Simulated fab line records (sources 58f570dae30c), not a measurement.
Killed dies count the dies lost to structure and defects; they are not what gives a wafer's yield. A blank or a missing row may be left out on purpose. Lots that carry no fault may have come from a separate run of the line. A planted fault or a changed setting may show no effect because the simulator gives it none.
Which tool was responsible? | flow berkeley_cmos170 | Sampling: 15 lots, 45 wafers, 5 of 331 route steps

== WHAT THE GAUGES SHOWED, per wafer ==
UCB170_NWELL_THK_MEAS_02. Usual: NWELL_OXIDE_THK typically reads 26.5 nm, with standard deviation 0.45.
lot  | measured    | on            | NWELL_OXIDE_THK (nm) | flag
L138 | day 2 02:17 | film_metro-02 | 26.8 26.5 26.4       |
L140 | day 2 13:55 | film_metro-04 | 26.5 26.5 26.5       |
L141 | day 2 18:12 | film_metro-04 | 26.0 26.3 26.2       |
L142 | day 3 01:36 | film_metro-03 | 26.7 26.3 26.3       |
L144 | day 3 07:41 | film_metro-02 | 26.5 26.8 26.8       |
L146 | day 3 21:59 | film_metro-04 | 27.7 27.6 27.9       |
L147 | day 4 07:11 | film_metro-02 | 27.0 27.5 26.9       |
L150 | day 5 00:17 | film_metro-04 | 26.2 26.2 26.0       |
L151 | day 5 00:21 | film_metro-04 | 25.9 25.6 25.8       |
L154 | day 5 19:50 | film_metro-02 | 26.2 25.8 26.1       |
L155 | day 5 19:50 | film_metro-03 | 26.2 26.3 26.7       |
L156 | day 5 19:50 | film_metro-04 | 26.1 26.0 26.0       |
L158 | day 6 01:30 | film_metro-02 | 26.1 26.4 26.5       |
L159 | day 6 10:03 | film_metro-04 | 26.8 26.4 27.0       |
L160 | day 6 10:04 | film_metro-02 | 27.0 26.8 26.6       |

UCB170_NWELL_TW_MEAS_16. Usual: NWELL_TW typically reads 1232, with standard deviation 8.9.
lot  | measured    | on            | NWELL_TW       | flag
L138 | day 2 11:53 | film_metro-04 | 1229 1236 1238 |
L140 | day 2 22:38 | film_metro-03 | 1235 1233 1232 |
L141 | day 3 06:10 | film_metro-04 | 1228 1236 1229 |
L142 | day 3 10:55 | film_metro-03 | 1216 1224 1223 |
L144 | day 3 16:08 | film_metro-04 | 1242 1230 1234 |
L146 | day 4 12:07 | film_metro-02 | 1245 1242 1242 |
L147 | day 4 17:13 | film_metro-03 | 1219 1226 1227 |
L150 | day 5 14:01 | film_metro-04 | 1227 1225 1232 |
L151 | day 5 14:04 | film_metro-03 | 1228 1229 1230 |
L154 | day 6 01:58 | film_metro-02 | 1250 1242 1241 |
L155 | day 6 01:41 | film_metro-03 | 1225 1228 1224 |
L156 | day 6 01:27 | film_metro-03 | 1225 1224 1222 |
L158 | day 6 08:18 | film_metro-03 | 1215 1221 1221 |
L159 | day 6 15:16 | film_metro-02 | 1244 1253 1249 |
L160 | day 6 15:20 | film_metro-04 | 1227 1243 1242 |

UCB170_NVT_TW_MEAS_09. Usual: NVT_TW typically reads 519, with standard deviation 3.8.
lot  | measured     | on            | NVT_TW                  | flag
L138 | day 6 18:49  | film_metro-04 | 516 515 513             |
L140 | day 7 00:59  | film_metro-03 | 513 513 513             |
L141 | day 7 00:49  | film_metro-04 | 518 520 520             |
L142 | day 7 00:32  | film_metro-02 | 527 527 527             |
L144 | day 7 09:28  | film_metro-02 | 537 538 542 541 538 542 | OFF
L146 | day 8 15:34  | film_metro-04 | 533 534 531 530 531 535 | OFF
L147 | day 8 23:25  | film_metro-02 | 540 538 540 541 541 538 | OFF
L150 | day 8 23:07  | film_metro-03 | 516 517 516             |
L151 | day 8 23:40  | film_metro-04 | 515 517 519             |
L154 | day 10 02:40 | film_metro-04 | 514 518 513             |
L155 | day 10 02:58 | film_metro-02 | 523 522 522             |
L156 | day 9 17:46  | film_metro-03 | 514 517 514             |
L158 | day 9 17:48  | film_metro-02 | 521 521 521             |
L159 | day 10 18:35 | film_metro-03 | 515 516 516             |
L160 | day 10 18:43 | film_metro-03 | 514 514 514             |

== TOOL THAT RAN EACH LOT (tool first, then ch and the chambers of the sampled wafers, then the start) ==
lot  | UCB170_NWELL_ETCH_13              | UCB170_NVT_IMPLANT_07
L138 | rie_diel-02 ch 0,1,3, day 2 11:32 | implanter-01 ch 0, day 6 18:34
L140 | rie_diel-04 ch 1,3, day 2 22:16   | implanter-03 ch 0, day 7 00:46
L141 | rie_diel-04 ch 0,3, day 3 05:49   | implanter-02 ch 0, day 7 00:34
L142 | rie_diel-02 ch 0,1,2, day 3 10:34 | implanter-01 ch 0, day 7 00:17
L144 | rie_diel-01 ch 0,1,2, day 3 15:47 | implanter-01 ch 0, day 7 09:13
L146 | rie_diel-01 ch 1,2,3, day 4 11:46 | implanter-01 ch 0, day 8 15:19
L147 | rie_diel-04 ch 0,1, day 4 16:50   | implanter-01 ch 0, day 8 23:11
L150 | rie_diel-02 ch 0,3, day 5 13:40   | implanter-02 ch 0, day 8 22:52
L151 | rie_diel-04 ch 0,3, day 5 13:41   | implanter-03 ch 0, day 8 23:25
L154 | rie_diel-02 ch 0,1,2, day 6 01:37 | implanter-02 ch 0, day 10 02:25
L155 | rie_diel-04 ch 1,2, day 6 01:20   | implanter-03 ch 0, day 10 02:41
L156 | rie_diel-02 ch 1,2, day 6 01:05   | implanter-02 ch 0, day 9 17:31
L158 | rie_diel-01 ch 1,2,3, day 6 07:56 | implanter-03 ch 0, day 9 17:34
L159 | rie_diel-02 ch 1,2,3, day 6 14:55 | implanter-02 ch 0, day 10 18:20
L160 | rie_diel-01 ch 0,1,3, day 6 14:59 | implanter-03 ch 0, day 10 18:29
- UCB170_NWELL_ETCH_13: etches Si3N4 in CH3F/Ar/O2, stops on SiO2, target depth 246.4 nm, time 154 s.
- UCB170_NVT_IMPLANT_07

== WHAT THE TOOLS THEMSELVES READ (means of the sampled wafers that have a number; where no wafer has one, the mark that the record gives instead) ==
UCB170_NWELL_ETCH_13. Usual: chamber_pressure_mTorr 50.00 mTorr, standard deviation 0.043; drypump_motor_current_A 5.7 A, standard deviation 0.49; oes_product_au 0.943 a.u., standard deviation 0.0096; throttle_valve_pct 8.08 %, standard deviation 0.16.
lot  | tool        | chamber_pressure_mTorr (mTorr) | drypump_motor_current_A (A) | oes_product_au (a.u.) | throttle_valve_pct (%) | flag
L138 | rie_diel-02 | 50.01                          | 5.4                         | 0.952                 | 8.02                   |
L140 | rie_diel-04 | 49.99                          | 6.1                         | 0.942                 | 8.22                   |
L141 | rie_diel-04 | 49.92                          | 5.7                         | 0.950                 | 8.24                   |
L142 | rie_diel-02 | 50.00                          | 5.6                         | 0.944                 | 7.94                   |
L144 | rie_diel-01 | 50.00                          | 5.5                         | 0.945                 | 8.08                   |
L146 | rie_diel-01 | 49.99                          | 5.7                         | 0.942                 | 8.13                   |
L147 | rie_diel-04 | 50.02                          | 5.9                         | 0.940                 | 8.26                   |
L150 | rie_diel-02 | 50.05                          | 5.7                         | 0.954                 | 8.01                   |
L151 | rie_diel-04 | 49.98                          | 5.7                         | 0.943                 | 8.25                   |
L154 | rie_diel-02 | 49.98                          | 5.6                         | 0.944                 | 7.94                   |
L155 | rie_diel-04 | 50.01                          | 5.9                         | 0.923                 | 8.07                   |
L156 | rie_diel-02 | 50.00                          | 5.5                         | 0.931                 | 8.02                   |
L158 | rie_diel-01 | 50.01                          | 5.8                         | 0.933                 | 8.12                   |
L159 | rie_diel-02 | 50.03                          | 5.8                         | 0.947                 | 8.00                   |
L160 | rie_diel-01 | 50.02                          | 5.7                         | 0.943                 | 8.04                   |

UCB170_NVT_IMPLANT_07. Usual: dose_ions_cm2 3.001e+12, standard deviation 3.6e+09; faraday_current_uA 9.49, standard deviation 0.19.
lot  | tool         | dose_ions_cm2 | faraday_current_uA | flag
L138 | implanter-01 | 3.000e+12     | 9.59               |
L140 | implanter-03 | 3.000e+12     | 9.41               |
L141 | implanter-02 | 3.003e+12     | 9.31               |
L142 | implanter-01 | 3.001e+12     | 9.47               |
L144 | implanter-01 | 3.301e+12     | 10.38              | OFF
L146 | implanter-01 | 3.302e+12     | 10.57              | OFF
L147 | implanter-01 | 3.299e+12     | 10.29              | OFF
L150 | implanter-02 | 2.997e+12     | 9.44               |
L151 | implanter-03 | 3.001e+12     | 9.30               |
L154 | implanter-02 | 2.998e+12     | 9.71               |
L155 | implanter-03 | 3.003e+12     | 9.45               |
L156 | implanter-02 | 3.004e+12     | 9.42               |
L158 | implanter-03 | 3.001e+12     | 9.49               |
L159 | implanter-02 | 3.002e+12     | 9.60               |
L160 | implanter-03 | 3.000e+12     | 9.38               |

== THE ANSWER, worked out from the rows above alone ==
Rule: a lot counts as off when the mean over its wafers that have a number is more than 3 standard deviations away from the usual mean. A lot without any number at a reading at which 4 lots or more have one is off too. All remaining lots with rows at the step are treated as sound. Order of review: gauges by route order, followed by the tools' own readings, for which a lot's mean as printed above is used. At the first step where some lot is off, the reading lying furthest off is the one used; lots without a number count as furthest.
Off: L144, L146, L147, seen at UCB170_NVT_TW_MEAS_09 (NVT_TW).
If a tool, at a process step before that reading, ran all the lots that are off and no sound lot after the first of them, it fits. The gauges at UCB170_NVT_TW_MEAS_09 aren't tried: what is off there is off at UCB170_NVT_IMPLANT_07 too, on other tools, and a gauge's error can't cause that. One candidate fits, namely implanter-01 at UCB170_NVT_IMPLANT_07. A fault onset in the window from L142 (day 7 00:17, its last sound lot) to L144 (day 7 09:13, its first lot off) fits.
The tool's own readings at UCB170_NVT_IMPLANT_07 bear it out: on the lots that are off they differ by more than 5 times the standard deviation of the sound lots' means. dose_ions_cm2 reads 3.301e+12 there against 3.001e+12 on the sound lots; faraday_current_uA reads 10.41 there against 9.46 on the sound lots.

== WHAT HAD BEEN PUT IN BY THE SIMULATOR ==
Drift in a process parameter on implanter-01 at UCB170_NVT_IMPLANT_07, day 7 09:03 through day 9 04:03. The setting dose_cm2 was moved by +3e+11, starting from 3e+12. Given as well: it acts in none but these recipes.
Shown lots that were struck: L144, L146, L147. The same result came from the rule above.
